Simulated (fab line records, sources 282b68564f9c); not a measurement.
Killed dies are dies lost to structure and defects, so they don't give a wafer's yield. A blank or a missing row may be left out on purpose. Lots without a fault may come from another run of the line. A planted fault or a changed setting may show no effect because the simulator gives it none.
Problem report in the 8D (eight disciplines) form, filled by code | flow rit_cmos | the parts of the form that need people (team, actions taken, sign-off) are left out

1. THE PROBLEM
wafer_temp_C_max at RIT_SILICIDE_RTA_06 reads a mean of 692.6 on 6 wafers of 2 lots; wafers without a fault read 753.4 with a standard deviation of 1.1. That is -55 standard deviations from the usual mean.
The step: time 10 s, ramp up 5 s, ramp down 10 s.
First seen on wafer L624.3, day 7 09:32, on rtp_anneal-02. The record holds 42 wafers of 14 lots with a number at this step. Rule for "out", or "out of limits": more than 4 standard deviations from the usual mean. The other wafers with a number count as sound.

2. WHAT IT IS AND WHAT IT IS NOT
question                    | is                     | is not
which readings at this step | wafer_temp_C_max       | -
which lots                  | L624, L626             | L605, L607, L608, L609, L610, L612, L613, L614, L615, L616, L618, L620
which wafers of those lots  | all that have a number | -
read on which tools         | rtp_anneal-02          | rtp_anneal-01
when                        | from day 7 09:32       | up to then (36 sound wafers)

3. SUSPECTS, AND WHAT RULES EACH OUT
Counting: a tool at a process step up to the reading stays a suspect if it ran every lot that is out and no sound lot after the first of them.
- rtp_anneal-02 at RIT_SILICIDE_RTA_06 (time 10 s, ramp up 5 s, ramp down 10 s): kept. It ran every lot that is out, first L624 (day 7 09:32), and no sound lot after that; its last sound lot up to then is L620 (day 6 12:25). Its own readings are out on those wafers: wafer_temp_C_max.
Left after counting: rtp_anneal-02 at RIT_SILICIDE_RTA_06.

4. THE CAUSE (what the simulator had put in)
Process parameter drift: rtp_anneal-02, from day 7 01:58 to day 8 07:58, at RIT_SILICIDE_RTA_06. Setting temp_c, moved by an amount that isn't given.
Counting left only this tool.

5. THE CHAIN OF EFFECTS, in route order
Each row: a reading whose mean over the struck wafers that have a number lies more than 3 standard deviations from the usual. Only readings for which the record gives a usual standard deviation are gone through. hours: the time from each lot's start at the first step in this table that gives one to its start at this step, as a median over the lots. sigmas: the change in usual standard deviations.
hours | step                | reading          | usual | on struck wafers | change | sigmas
0     | RIT_SILICIDE_RTA_06 | wafer_temp_C_max | 753.4 | 692.6            | -60.8  | -55
The process steps in it:
- RIT_SILICIDE_RTA_06: time 10 s, ramp up 5 s, ramp down 10 s.

6. WHAT WOULD HAVE CAUGHT IT SOONER
In this record the first reading out of limits was taken at day 7 09:32, 8 hours after the fault began at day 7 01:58.
